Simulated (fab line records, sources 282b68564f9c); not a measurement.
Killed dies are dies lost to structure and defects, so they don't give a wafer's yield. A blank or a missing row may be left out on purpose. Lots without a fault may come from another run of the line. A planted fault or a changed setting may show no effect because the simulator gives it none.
fab line records | flow rit_cmos | part 1 of 2: steps 1 to 26 of 36
record lots=5 wafers=15 last_day=7
route steps=202 shown ACTIVE@14 FOX1@20 FOX2@23 NWELL@28 PWELL@39
lots that met no fault: from a run of the same line without faults
start_h: hours from the record's first day to the start of the lot's first wafer shown | wait_h: hours since the lot's step before | " the same as in the row above | L1.1+2: a row that stands for several wafers | - no value, or no start given | * or withheld: withheld | < > ~ a bound
route shown NAME@n: a module of which the file shows steps, and the number in the route of the first | usual: mean/standard deviation of fault-free wafers | same: alike in all rows | chamber/n: place in a boat | sites: the reading at each site | _std_site: their standard deviation | _edge_site: outer sites' mean less inner sites' | radius_mm: how far each site lies from the wafer's centre | mask NAME#n: copy n | behind: the tool/chamber that last shaped the wafer | hold: why the lot was held/for how many hours/how that ended | device: the transistor (n, p or np) that didn't switch | end of line: the same wafers' tests at the end of the route | a step without rows: its recipe alone | killed: dies lost to structure and defects at the first sort, not the wafer's yield | map: a wafer's dies, x killed, . not, _ none there
set.NAME: the setting as run; set.NAME@STEP: as run at that earlier step | model.NAME: the simulator's own value behind a step, which no gauge read
lots at some steps of the route; a table a step, a row a wafer
services: from which hour (start_h, from the record's first day; less than 0 if before it) a tool's chamber was out of use, for how many hours, and why
## steps
# step RIT_ACTIVE_ETCH_13
# recipe stop_on=SiO2 chemistry=SF6 target=Si3N4 time_s=210 over_etch_frac=0.4 SF6_flow_sccm=200 pressure_mtorr=260 rf_w=125 target_depth_a=2100
# usual SF6_flow_sccm=200.0/0.61 drypump_motor_current_A=5.9/0.46 oes_product_au=0.821/0.014 throttle_valve_pct=7.52/0.11
# same over_etch_frac=0.4
# columns lot.wafer tool chamber start_h wait_h SF6_flow_sccm drypump_motor_current_A oes_product_au rf_hours_counter_h throttle_valve_pct
L078.1 rie_diel-04 2 35.61 0.1 199.8 5.4 0.802 39 7.45
L078.2 " 1 " " 199.3 5.7 0.813 88 7.49
L078.6 " 1 " " 199.7 5.6 0.807 - 7.49
L083.1 rie_diel-04 1 61.27 0.1 200.4 5.6 0.809 89 7.47
L083.3 " 3 " " 200.5 5.4 0.823 18 7.59
L083.4 " 2 " " 199.6 5.4 0.805 39 7.46
L093.3 rie_diel-03 3 109.76 0.1 199.8 6.3 0.807 31 7.61
L093.4 " 2 " " 199.8 6.4 0.798 - 7.26
L093.6 " 3 " " 200.0 6.3 0.799 - 7.61
L094.3 rie_diel-02 2 114.97 0.1 200.3 5.9 0.816 50 7.50
L094.5 " 0 " " 199.9 4.9 0.818 - 7.65
L094.6 " 1 " " 199.4 6.5 0.818 - 7.35
L095.1 rie_diel-02 1 121.51 0.1 200.2 6.5 0.828 115 7.35
L095.2 " 0 " " 200.1 4.9 0.827 17 7.63
L095.6 " 2 " " 199.9 5.9 0.828 - 7.50
# step RIT_ACTIVE_STRIP_14
# recipe chemistry=O2 time_s=180 resist=NOVOLAK platen_temp_c=withheld power_w=500 pressure_mtorr=4000 o2_flow_sccm=4000
# usual drypump_motor_current_A=5.6/0.51
# columns lot.wafer tool chamber start_h wait_h drypump_motor_current_A rf_hours_counter_h
L078.1 plasma_asher-04 0 35.74 0.1 5.4 37
L078.2 " 1 " " 6.7 37
L078.6 " 1 " " 6.6 -
L083.1 plasma_asher-02 0 61.41 0.1 5.4 43
L083.3 " 0 " " 5.4 -
L083.4 " 1 " " 5.1 -
L093.3 plasma_asher-02 1 109.95 0.1 5.1 -
L093.4 " 0 " " 5.4 -
L093.6 " 1 " " 5.1 -
L094.3 plasma_asher-04 1 115.17 0.1 6.6 -
L094.5 " 1 " " 6.6 -
L094.6 " 0 " " 5.4 -
L095.1 plasma_asher-04 0 121.65 0.1 5.4 47
L095.2 " 1 " " 6.6 47
L095.6 " 1 " " 6.6 -
# step RIT_ACTIVE_CD_MEAS_90
# recipe target_cd_nm=1400
# usual cd_nm=1400.2/2.5
# columns lot.wafer tool chamber start_h wait_h cd_nm
L078.1 cd_sem-02 - 35.92 0.1 1399.7
L078.2 " - " " 1399.6
L078.6 " - " " 1400.8
L083.1 cd_sem-02 - 61.58 0.1 1404.5
L083.3 " - " " 1404.5
L083.4 " - " " 1403.1
L093.3 cd_sem-01 - 110.11 0.1 1394.9
L093.4 " - " " 1394.8
L093.6 " - " " 1393.5
L094.3 cd_sem-01 - 115.32 0.1 1403.8
L094.5 " - " " 1403.2
L094.6 " - " " 1404.7
L095.1 cd_sem-01 - 121.82 0.1 1402.0
L095.2 " - " " 1401.7
L095.6 " - " " 1399.4
# step RIT_ACTIVE_CLEAN_15
# recipe chemistry=SC1 mix=3:3:50 time_s=600 temp_c=75
# columns lot.wafer tool chamber start_h wait_h
L078.1+2+6 wet_bench-01 1 36.04 0.1
L083.1+3+4 wet_bench-01 2 61.70 0.1
L093.3+4+6 wet_bench-03 1 110.19 0.1
L094.3+5+6 wet_bench-03 3 115.40 0.1
L095.1+2+6 wet_bench-02 3 121.94 0.1
# step RIT_ACTIVE_CLEAN_16
# recipe chemistry=dHF dilution=50:1 time_s=30
# columns lot.wafer tool chamber start_h wait_h
L078.1+2+6 wet_bench-02 0 36.21 0.0
L083.1+3+4 wet_bench-02 1 61.88 0.0
L093.3+4+6 wet_bench-02 3 110.37 0.0
L094.3+5+6 wet_bench-01 1 115.58 0.0
L095.1+2+6 wet_bench-01 3 122.12 0.0
# step RIT_ACTIVE_CLEAN_17
# recipe chemistry=SC2 mix=3:3:50 time_s=600 temp_c=75 dry=n2_spin
# columns lot.wafer tool chamber start_h wait_h
L078.1+2+6 wet_bench-01 0 36.23 0.0
L083.1+3+4 wet_bench-03 2 61.90 0.0
L093.3+4+6 wet_bench-01 0 110.38 0.0
L094.3+5+6 wet_bench-02 0 115.59 0.0
L095.1+2+6 wet_bench-03 1 122.13 0.0
# step RIT_FOX1_OXIDATION_00
# recipe temp_c=1090 ambient=H2O target_thk_a=3507 p_h2o_torr=720 ox_time_s=1130
# usual ox_temp_c=1090.1/0.46 spike_tc_load_C=1117.6/1.7 tube_center_temp_C_max=1092.8/0.47
# columns lot.wafer tool chamber start_h wait_h ox_temp_c spike_tc_load_C tube_center_temp_C_max
L078.1 furnace-04 0 37.23 0.8 1090.1 1116.5 1092.6
L078.2 " 0 " " 1089.9 1116.5 1093.5
L078.6 " 0 " " 1090.1 1117.4 1093.1
L083.1 furnace-04 0 62.25 0.2 1089.5 1116.0 1092.6
L083.3 " 0 " " 1090.6 1117.5 1092.4
L083.4 " 0 " " 1090.2 1117.6 1092.8
L093.3 furnace-03 0 112.19 1.6 1091.2 1116.9 1092.1
L093.4 " 0 " " 1089.9 1117.9 1092.3
L093.6 " 0 " " 1090.8 1117.0 1093.0
L094.3 furnace-01 0 118.67 2.9 1090.8 1119.6 1093.4
L094.5 " 0 " " 1090.8 1119.8 1092.1
L094.6 " 0 " " 1090.9 1121.6 1092.3
L095.1 furnace-01 0 122.63 0.3 1089.8 1119.2 1093.1
L095.2 " 0 " " 1089.4 1118.9 1092.5
L095.6 " 0 " " 1090.1 1119.9 1092.1
# step RIT_FOX1_THK_MEAS_01
# recipe reads=SiO2_of_FOX1_OXIDATION_00
# usual FOX1_OXIDE_THK=330/7
# columns lot.wafer tool chamber start_h wait_h FOX1_OXIDE_THK[nm]
L078.1 film_metro-03 - 38.54 0.0 324
L078.2 " - " " 320
L078.6 " - " " 320
L083.1 film_metro-01 - 63.56 0.0 328
L083.3 " - " " 325
L083.4 " - " " 326
L093.3 film_metro-03 - 113.53 0.0 327
L093.4 " - " " 331
L093.6 " - " " 328
L094.3 film_metro-03 - 120.01 0.0 333
L094.5 " - " " 334
L094.6 " - " " 333
L095.1 film_metro-01 - 123.94 0.0 343
L095.2 " - " " 340
L095.6 " - " " 339
# step RIT_FOX1_WET_ETCH_02
# recipe chemistry=BOE target_depth_nm=350 time_s=390 temp_c=21.5 dry=n2_spin dilution=10:1 target=SiO2
# columns lot.wafer tool chamber start_h wait_h
L078.1+2+6 wet_bench-04 0 38.60 0.1
L083.1+3+4 wet_bench-04 0 63.62 0.1
L093.3+4+6 wet_bench-03 3 113.57 0.0
L094.3+5+6 wet_bench-01 2 120.05 0.0
L095.1+2+6 wet_bench-04 1 124.00 0.1
# step RIT_FOX2_OXIDATION_00
# recipe temp_c=1100 ambient=H2O target_thk_a=3507 p_h2o_torr=720 ox_time_s=1130
# usual ox_temp_c=1100.0/0.51 spike_tc_load_C=1127.9/1.8 tube_center_temp_C_max=1102.8/0.48
# columns lot.wafer tool chamber start_h wait_h ox_temp_c spike_tc_load_C tube_center_temp_C_max
L078.1 furnace-04 0 38.72 0.0 1099.1 1126.0 1102.8
L078.2 " 0 " " 1099.1 1125.4 1102.3
L078.6 " 0 " " 1099.0 1125.9 1102.5
L083.1 furnace-03 0 63.74 0.0 1100.4 1128.7 1103.7
L083.3 " 0 " " 1100.1 1128.0 1103.0
L083.4 " 0 " " 1099.7 1128.1 1102.9
L093.3 furnace-04 0 114.78 1.1 1100.6 1126.5 1103.5
L093.4 " 0 " " 1101.6 1126.4 1102.8
L093.6 " 0 " " 1101.2 1125.6 1102.5
L094.3 furnace-01 0 121.06 0.9 1099.8 1129.9 1101.9
L094.5 " 0 " " 1099.4 1131.1 1103.0
L094.6 " 0 " " 1098.9 1130.5 1102.6
L095.1 furnace-03 0 124.12 0.0 1099.9 1127.1 1102.5
L095.2 " 0 " " 1099.7 1128.0 1102.7
L095.6 " 0 " " 1099.6 1130.0 1102.6
# step RIT_FOX2_THK_MEAS_01
# recipe reads=SiO2_of_FOX2_OXIDATION_00
# usual FOX2_OXIDE_THK=350/6.4
# columns lot.wafer tool chamber start_h wait_h FOX2_OXIDE_THK[nm]
L078.1 film_metro-03 - 40.04 0.0 341
L078.2 " - " " 348
L078.6 " - " " 344
L083.1 film_metro-01 - 65.05 0.0 348
L083.3 " - " " 346
L083.4 " - " " 349
L093.3 film_metro-04 - 116.11 0.0 350
L093.4 " - " " 358
L093.6 " - " " 355
L094.3 film_metro-04 - 122.40 0.0 357
L094.5 " - " " 351
L094.6 " - " " 354
L095.1 film_metro-01 - 125.43 0.0 348
L095.2 " - " " 347
L095.6 " - " " 354
# step RIT_FOX2_CLEAN_02
# recipe chemistry=dHF dilution=50:1 time_s=180
# columns lot.wafer tool chamber start_h wait_h
L078.1+2+6 wet_bench-03 1 40.10 0.1
L083.1+3+4 wet_bench-03 0 65.11 0.1
L093.3+4+6 wet_bench-03 0 116.15 0.0
L094.3+5+6 wet_bench-04 3 122.44 0.0
L095.1+2+6 wet_bench-02 0 125.49 0.1
# step RIT_FOX2_WET_ETCH_03
# recipe chemistry=H3PO4 target=Si3N4 target_depth_nm=195 temp_c=165 time_s=2700
# columns lot.wafer tool chamber start_h wait_h
L078.1+2+6 wet_bench-02 1 40.15 0.0
L083.1+3+4 wet_bench-04 3 65.17 0.0
L093.3+4+6 wet_bench-02 0 116.21 0.0
L094.3+5+6 wet_bench-03 2 122.49 0.0
L095.1+2+6 wet_bench-04 3 125.55 0.0
# step RIT_FOX2_THK_MEAS_90
# recipe reads=SiO2_of_FOX2_OXIDATION_00
# usual FIELD_OXIDE_LEFT_1_THK=322/6.5
# columns lot.wafer tool chamber start_h wait_h FIELD_OXIDE_LEFT_1_THK[nm]
L078.1 film_metro-03 - 40.91 0.0 314
L078.2 " - " " 321
L078.6 " - " " 317
L083.1 film_metro-03 - 65.93 0.0 321
L083.3 " - " " 319
L083.4 " - " " 322
L093.3 film_metro-03 - 116.99 0.0 322
L093.4 " - " " 331
L093.6 " - " " 328
L094.3 film_metro-03 - 123.27 0.0 330
L094.5 " - " " 324
L094.6 " - " " 327
L095.1 film_metro-01 - 126.31 0.0 320
L095.2 " - " " 319
L095.6 " - " " 326
# step RIT_NWELL_HMDS_00
# recipe prime_time_s=60 prime_temp_c=140
# usual chill_plate_temp_C=22.99/0.11 exhaust_pa=45.1/0.91
# columns lot.wafer tool chamber start_h wait_h chill_plate_temp_C exhaust_pa
L078.1 litho_track-02 0 40.97 0.1 22.99 46.1
L078.2 " 0 " " 23.01 45.8
L078.6 " 0 " " 23.13 45.8
L083.1 litho_track-02 0 65.99 0.1 22.88 44.1
L083.3 " 0 " " 22.84 44.9
L083.4 " 0 " " 22.98 45.6
L093.3 litho_track-01 0 117.08 0.1 23.05 46.3
L093.4 " 0 " " 22.92 45.6
L093.6 " 0 " " 22.95 44.0
L094.3 litho_track-01 0 123.36 0.1 23.05 45.5
L094.5 " 0 " " 23.03 44.8
L094.6 " 0 " " 23.06 45.2
L095.1 litho_track-02 0 126.37 0.1 22.92 44.7
L095.2 " 0 " " 23.05 45.4
L095.6 " 0 " " 23.05 44.9
# step RIT_NWELL_COAT_01
# recipe resist=NOVOLAK spin_rpm=2000 resist_thk_nm=1300
# usual chill_plate_temp_C=22.98/0.11 dispense_pressure_kPa=53.4/2.8 exhaust_pa=45.2/0.9
# columns lot.wafer tool chamber start_h wait_h chill_plate_temp_C dispense_pressure_kPa exhaust_pa
L078.1 litho_track-02 0 41.12 0.1 23.08 49.7 45.0
L078.2 " 0 " " 23.10 49.7 45.5
L078.6 " 0 " " 22.97 49.7 45.6
L083.1 litho_track-02 0 66.14 0.1 23.11 49.7 46.5
L083.3 " 0 " " 23.11 49.7 45.2
L083.4 " 0 " " 22.98 49.7 45.7
L093.3 litho_track-01 0 117.23 0.1 23.01 55.4 45.4
L093.4 " 0 " " 23.17 55.5 44.5
L093.6 " 0 " " 23.07 55.5 44.6
L094.3 litho_track-01 0 123.51 0.1 22.76 55.5 45.2
L094.5 " 0 " " 22.95 55.5 45.4
L094.6 " 0 " " 23.03 55.5 45.1
L095.1 litho_track-02 0 126.52 0.1 23.06 49.7 45.7
L095.2 " 0 " " 23.04 49.7 46.8
L095.6 " 0 " " 22.95 49.7 47.0
# step RIT_NWELL_SOFTBAKE_02
# recipe resist=NOVOLAK temp_c=90 time_s=60
# usual chill_plate_temp_C=22.99/0.11 exhaust_pa=45.0/0.85
# columns lot.wafer tool chamber start_h wait_h chill_plate_temp_C exhaust_pa
L078.1 litho_track-02 0 41.27 0.1 23.01 46.7
L078.2 " 0 " " 22.82 45.8
L078.6 " 0 " " 22.98 46.7
L083.1 litho_track-02 0 66.29 0.1 23.02 45.0
L083.3 " 0 " " 22.94 44.0
L083.4 " 0 " " 23.09 43.8
L093.3 litho_track-01 0 117.38 0.1 22.90 44.1
L093.4 " 0 " " 22.86 44.9
L093.6 " 0 " " 22.96 44.1
L094.3 litho_track-01 0 123.66 0.1 23.10 45.6
L094.5 " 0 " " 22.94 45.7
L094.6 " 0 " " 23.00 45.9
L095.1 litho_track-02 0 126.67 0.1 22.89 45.2
L095.2 " 0 " " 22.94 45.7
L095.6 " 0 " " 23.13 44.3
# step RIT_NWELL_EXPOSE_03
# recipe mask_id=M2 na=0.57 target_cd_nm=43900 dose_mj=250
# columns lot.wafer tool chamber start_h wait_h mask
L078.1+2+6 iline_stepper-01 0 41.55 0.2 M2#0
L083.1+3+4 iline_stepper-02 0 66.56 0.2 M2#0
L093.3+4+6 iline_stepper-01 0 117.64 0.2 M2#0
L094.3+5+6 iline_stepper-02 0 124.05 0.4 M2#0
L095.1+2+6 iline_stepper-01 0 126.94 0.2 M2#0
# step RIT_NWELL_PEB_04
# recipe resist=NOVOLAK temp_c=withheld time_s=withheld
# usual chill_plate_temp_C=* exhaust_pa=45.0/0.91
# columns lot.wafer tool chamber start_h wait_h chill_plate_temp_C exhaust_pa
L078.1 litho_track-02 0 41.66 0.1 * 45.2
L078.2 " 0 " " * 44.7
L078.6 " 0 " " * 46.7
L083.1 litho_track-02 0 66.68 0.1 * 45.2
L083.3 " 0 " " * 45.2
L083.4 " 0 " " * 43.6
L093.3 litho_track-02 0 117.77 0.1 * 45.6
L093.4 " 0 " " * 44.3
L093.6 " 0 " " * 45.9
L094.3 litho_track-02 0 124.17 0.1 * 45.5
L094.5 " 0 " " * 43.8
L094.6 " 0 " " * 45.5
L095.1 litho_track-01 0 127.06 0.1 * 45.2
L095.2 " 0 " " * 43.9
L095.6 " 0 " " * 45.2
# step RIT_NWELL_DEVELOP_05
# recipe resist=NOVOLAK develop_time_s=68 dev_temp_c=23
# usual chill_plate_temp_C=22.95/0.11 exhaust_pa=45.2/0.87
# columns lot.wafer tool chamber start_h wait_h chill_plate_temp_C exhaust_pa
L078.1 litho_track-02 0 - - 23.00 46.6
L078.2 " 0 " " 23.16 47.2
L078.6 " 0 " " 23.00 46.2
L083.1 litho_track-02 0 - - 23.00 46.1
L083.3 " 0 " " 22.90 44.8
L083.4 " 0 " " 23.00 44.0
L093.3 litho_track-02 0 - - 23.06 46.3
L093.4 " 0 " " 22.98 45.3
L093.6 " 0 " " 22.89 45.5
L094.3 litho_track-02 0 - - 23.04 45.8
L094.5 " 0 " " 23.04 46.6
L094.6 " 0 " " 22.85 44.0
L095.1 litho_track-01 0 - - 22.84 45.0
L095.2 " 0 " " 23.02 43.9
L095.6 " 0 " " 23.09 43.1
# step RIT_NWELL_OVL_MEAS_06
# usual NWELL_OVL=1.3/1.5
# columns lot.wafer tool chamber start_h wait_h NWELL_OVL[nm]
L078.1 overlay-01 - 41.98 - 2.2
L078.2 " - " " 2.6
L078.6 " - " " 1.8
L083.1 overlay-01 - 66.99 - -0.7
L083.3 " - " " 1.2
L083.4 " - " " 0.3
L093.3 overlay-01 - 118.04 - 4.0
L093.4 " - " " 3.3
L093.6 " - " " 3.0
L094.3 overlay-01 - 124.45 - -0.6
L094.5 " - " " 0.0
L094.6 " - " " -2.6
L095.1 overlay-01 - 127.37 - 5.1
L095.2 " - " " 3.2
L095.6 " - " " 5.8
# step RIT_NWELL_HARDBAKE_07
# recipe resist=NOVOLAK temp_c=140 time_s=120
# usual chill_plate_temp_C=23.02/0.11 exhaust_pa=45.2/0.96
# columns lot.wafer tool chamber start_h wait_h chill_plate_temp_C exhaust_pa
L078.1 litho_track-01 0 42.01 0.0 23.03 44.8
L078.2 " 0 " " 23.04 44.2
L078.6 " 0 " " 23.13 45.3
L083.1 litho_track-01 0 67.03 0.0 22.95 43.3
L083.3 " 0 " " 22.92 43.5
L083.4 " 0 " " 23.04 42.6
L093.3 litho_track-04 0 118.15 0.1 22.89 46.5
L093.4 " 0 " " 23.07 45.0
L093.6 " 0 " " 22.88 45.8
L094.3 litho_track-02 0 124.56 0.1 23.10 46.1
L094.5 " 0 " " 23.06 46.0
L094.6 " 0 " " 23.18 46.1
L095.1 litho_track-01 0 127.41 0.0 22.95 45.6
L095.2 " 0 " " 23.06 44.7
L095.6 " 0 " " 22.90 45.4
# step RIT_NWELL_IMPLANT_08
# recipe species=P energy_kev=170 dose_cm2=5e+13 tilt_deg=7
# same implant_ion_amu=31
# columns lot.wafer tool chamber start_h wait_h
L078.1+2+6 implanter-02 0 42.26 0.2
L083.1+3+4 implanter-02 0 67.28 0.2
L093.3+4+6 implanter-03 0 118.37 0.2
L094.3+5+6 implanter-03 0 124.77 0.2
L095.1+2+6 implanter-02 0 127.66 0.2
# step RIT_NWELL_STRIP_09
# recipe chemistry=O2 time_s=180 resist=NOVOLAK platen_temp_c=withheld power_w=500 pressure_mtorr=4000 o2_flow_sccm=4000
# usual drypump_motor_current_A=5.4/0.45
# columns lot.wafer tool chamber start_h wait_h drypump_motor_current_A rf_hours_counter_h
L078.1 plasma_asher-03 1 42.41 0.1 5.5 39
L078.2 " 0 " " 5.3 39
L078.6 " 1 " " 5.5 -
L083.1 plasma_asher-01 1 67.43 0.1 6.4 28
L083.3 " 0 " " 4.9 -
L083.4 " 1 " " 6.4 -
L093.3 plasma_asher-02 1 118.53 0.1 5.1 -
L093.4 " 0 " " 5.4 -
L093.6 " 1 " " 5.1 -
L094.3 plasma_asher-02 0 124.93 0.1 5.4 -
L094.5 " 1 " " 5.1 -
L094.6 " 0 " " 5.4 -
L095.1 plasma_asher-03 0 127.81 0.1 5.3 1
L095.2 " 1 " " 5.5 1
L095.6 " 0 " " 5.3 -
# step RIT_NWELL_TW_MEAS_10
# usual NWELL_TW=2119/20
# columns lot.wafer tool chamber start_h wait_h NWELL_TW
L078.1 film_metro-03 - 42.59 0.1 2095
L078.2 " - " " 2104
L078.6 " - " " 2110
L083.1 film_metro-03 - 67.60 0.1 2120
L083.3 " - " " 2128
L083.4 " - " " 2127
L093.3 film_metro-04 - 118.66 0.1 2090
L093.4 " - " " 2101
L093.6 " - " " 2097
L094.3 film_metro-03 - 125.07 0.1 2105
L094.5 " - " " 2109
L094.6 " - " " 2102
L095.1 film_metro-02 - 127.98 0.1 2148
L095.2 " - " " 2163
L095.6 " - " " 2158
# step RIT_PWELL_HMDS_00
# recipe prime_time_s=60 prime_temp_c=140
# usual chill_plate_temp_C=22.98/0.096 exhaust_pa=45.2/0.85
# columns lot.wafer tool chamber start_h wait_h chill_plate_temp_C exhaust_pa
L078.1 litho_track-03 0 42.65 0.1 23.01 44.7
L078.2 " 0 " " 23.08 45.2
L078.6 " 0 " " 23.07 46.6
L083.1 litho_track-03 0 67.66 0.1 22.99 45.0
L083.3 " 0 " " 22.98 45.6
L083.4 " 0 " " 23.07 45.3
L093.3 litho_track-04 0 118.75 0.1 22.93 45.3
L093.4 " 0 " " 23.00 46.5
L093.6 " 0 " " 23.01 46.2
L094.3 litho_track-03 0 125.16 0.1 23.07 47.3
L094.5 " 0 " " 23.00 46.6
L094.6 " 0 " " 23.06 47.3
L095.1 litho_track-01 0 128.09 0.1 22.75 45.0
L095.2 " 0 " " 23.00 46.1
L095.6 " 0 " " 22.92 45.0
